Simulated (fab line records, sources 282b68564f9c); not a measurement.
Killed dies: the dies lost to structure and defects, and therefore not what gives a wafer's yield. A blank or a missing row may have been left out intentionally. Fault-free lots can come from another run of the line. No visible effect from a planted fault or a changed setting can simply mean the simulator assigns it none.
Check of tool commonality | flow rit_cmos | 13 lots and 39 wafers in the sample

## WHAT PROMPTED THE OPENING
At RIT_ACTIVE_THK_MEAS_04 the reading ACTIVE_NITRIDE_THK is flagged on 1 of 13 lots. Fault-free wafers read 149.9 nm, with a standard deviation of 1.5.
Rule: flag the lot when none of its wafers has a number, or when each of its wafers that has one lies beyond 4 standard deviations from that mean. The other lots count as sound.

lot  | measured    | on            | ACTIVE_NITRIDE_THK (nm), wafer by wafer | flag
L379 | day 2 02:54 | film_metro-04 | 152.6 152.2 152.3                       |
L380 | day 2 07:12 | film_metro-04 | 151.9 151.4 150.6                       |
L381 | day 2 10:48 | film_metro-01 | 149.8 150.4 148.9                       |
L382 | day 2 17:24 | film_metro-03 | 148.2 148.2 148.6                       |
L383 | day 2 19:32 | film_metro-03 | 149.8 148.5 149.3                       |
L384 | day 3 00:42 | film_metro-01 | 147.9 147.4 147.7                       |
L386 | day 3 10:42 | film_metro-01 | 151.6 151.2 151.3                       |
L387 | day 3 15:32 | film_metro-03 | 150.1 151.0 151.0                       |
L389 | day 4 01:34 | film_metro-04 | 150.7 150.1 149.9                       |
L390 | day 4 08:16 | film_metro-03 | 150.7 150.4 150.0                       |
L395 | day 5 07:58 | film_metro-03 | 152.0 151.0 151.8                       |
L396 | day 5 13:22 | film_metro-03 | 136.6 138.1 137.0                       | FLAGGED
L397 | day 5 20:16 | film_metro-03 | 148.7 149.3 148.9                       |
Average over the flagged lots: 137.2 nm; offset from the usual -12.7 nm, equal to -8 standard deviations.

## EACH LOT AND THE TOOL IT RAN ON
The record keeps 1 process step preceding the reading, out of 202 steps on the route. In each cell: the tool, then ch and the chambers that the sampled wafers went through, then the start.
lot  | flag    | RIT_ACTIVE_CVD_03
L379 |         | lpcvd-02 ch 0, day 2 00:47
L380 |         | lpcvd-02 ch 1, day 2 05:47
L381 |         | lpcvd-01 ch 0, day 2 09:23
L382 |         | lpcvd-01 ch 0, day 2 15:58
L383 |         | lpcvd-02 ch 0, day 2 18:07
L384 |         | lpcvd-01 ch 1, day 2 23:16
L386 |         | lpcvd-02 ch 0, day 3 09:17
L387 |         | lpcvd-02 ch 1, day 3 14:07
L389 |         | lpcvd-02 ch 0, day 4 00:07
L390 |         | lpcvd-02 ch 1, day 4 06:50
L395 |         | lpcvd-01 ch 0, day 5 06:32
L396 | FLAGGED | lpcvd-02 ch 1, day 5 11:56
L397 |         | lpcvd-01 ch 1, day 5 18:51
What the steps here do:
- RIT_ACTIVE_CVD_03: deposits Si3N4 from SiH2Cl2/NH3, target thk 150 nm, time 1500 s.
- RIT_ACTIVE_THK_MEAS_04

## FLAGGED OVER TOTAL, TOOL BY TOOL (the gauges that took the reading come last)
step                   | tool          | lots run | flagged | share of the flagged lots | sound lots run after its first flagged lot
RIT_ACTIVE_CVD_03      | lpcvd-01      | 5        | 0       | none                      | -
RIT_ACTIVE_CVD_03      | lpcvd-02      | 8        | 1       | all                       | 0
RIT_ACTIVE_THK_MEAS_04 | film_metro-01 | 3        | 0       | none                      | -
RIT_ACTIVE_THK_MEAS_04 | film_metro-03 | 7        | 1       | all                       | 1 (L397)
RIT_ACTIVE_THK_MEAS_04 | film_metro-04 | 3        | 0       | none                      | -

## WHAT IS ALLOWED BY THE TABLE
lpcvd-02 at RIT_ACTIVE_CVD_03 and film_metro-03 at RIT_ACTIVE_THK_MEAS_04 are the 2 rows of the table that ran each flagged lot.
- lpcvd-02 at RIT_ACTIVE_CVD_03 ran 8 lots, 1 of them flagged. A fault beginning between L390 (day 4 06:50), its last sound lot, and L396 (day 5 11:56), its first flagged one, fits the data.
- film_metro-03 at RIT_ACTIVE_THK_MEAS_04 ran 7 lots, 1 of them flagged. Sound lots ran on it after the first flagged one (L397), which a lasting fault on the whole tool wouldn't allow.
What remains is a single tool, lpcvd-02 at RIT_ACTIVE_CVD_03.

## WHAT HAD BEEN PUT IN BY THE SIMULATOR
lpcvd-02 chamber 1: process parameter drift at RIT_ACTIVE_CVD_03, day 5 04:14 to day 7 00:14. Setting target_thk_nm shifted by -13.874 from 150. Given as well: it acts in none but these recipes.
Shown lots that were struck: L396. Same finding as the rule above.
